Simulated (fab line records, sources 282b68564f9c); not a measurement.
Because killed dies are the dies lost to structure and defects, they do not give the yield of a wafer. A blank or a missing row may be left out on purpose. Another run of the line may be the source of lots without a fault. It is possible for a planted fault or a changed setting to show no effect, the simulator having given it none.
Which tool did it? :: flow rit-cmos :: 7 lots with 21 wafers sampled at 2 steps, on a route of 202 steps

WHAT THE GAUGES SHOWED, per wafer
RIT_NRETRO_TW_MEAS_10.
lot: L517
measured: day 3 05:40
on: film-metro-03
NRETRO_TW: 1064 1067 1066

lot: L521
measured: day 3 19:25
on: film-metro-04
NRETRO_TW: 1049 1058 1057

lot: L525
measured: day 4 19:38
on: film-metro-03
NRETRO_TW: 1061 1062 1065

lot: L527
measured: day 5 05:33
on: film-metro-03
NRETRO_TW: 1047 1048 1054

lot: L530
measured: day 5 17:43
on: film-metro-04
NRETRO_TW: 1065 1063 1062

lot: L535
measured: day 6 17:28
on: film-metro-02
NRETRO_TW: 226 225 220

lot: L537
measured: day 7 05:42
on: film-metro-03
NRETRO_TW: 1062 1056 1066

WHAT TOOL EACH LOT RAN ON (gives the tool, then ch and the chambers of the sampled wafers, and finally the start)
lot: L517
RIT_NRETRO_DEVELOP_05: litho-track-03 ch 0, day 3 04:00

lot: L521
RIT_NRETRO_DEVELOP_05: litho-track-01 ch 0, day 3 18:00

lot: L525
RIT_NRETRO_DEVELOP_05: litho-track-03 ch 0, day 4 18:00

lot: L527
RIT_NRETRO_DEVELOP_05: litho-track-01 ch 0, day 5 04:00

lot: L530
RIT_NRETRO_DEVELOP_05: litho-track-01 ch 0, day 5 16:00

lot: L535
RIT_NRETRO_DEVELOP_05: litho-track-03 ch 0, day 6 16:00

lot: L537
RIT_NRETRO_DEVELOP_05: litho-track-01 ch 0, day 7 04:00
- RIT_NRETRO_DEVELOP_05: develop time 68 s.

THE ANSWER, worked out from the rows above alone
Rule: the lots themselves supply what counts as usual. The widest of any qualifying gaps counts: lots, ordered by their means at a reading, are off when they make up no more than a third of the lots, leave a main group of 4 or more, and stand apart from it by 3 or more times the standard deviation of that group's means. If all means in a main group match to the digits the tables above print for the reading, that group is not used. Also off: a lot with no number at a reading for which 4 or more lots have one. Any other lot the step has rows for is counted as sound.
Off: at RIT_NRETRO_TW_MEAS_10 (NRETRO_TW), L535. For the main group the mean is 1060 and the standard deviation 5.6.
If a tool, at a process step before that reading, ran all the lots that are off and no sound lot after the first of them, it fits. Those tools and the gauges at RIT_NRETRO_TW_MEAS_10 are tried in the same way. 2 tools fit, litho-track-03 at RIT_NRETRO_DEVELOP_05 and film-metro-02 at RIT_NRETRO_TW_MEAS_10, so this cannot tell which one it is.

WHAT WAS PUT IN BY THE SIMULATOR
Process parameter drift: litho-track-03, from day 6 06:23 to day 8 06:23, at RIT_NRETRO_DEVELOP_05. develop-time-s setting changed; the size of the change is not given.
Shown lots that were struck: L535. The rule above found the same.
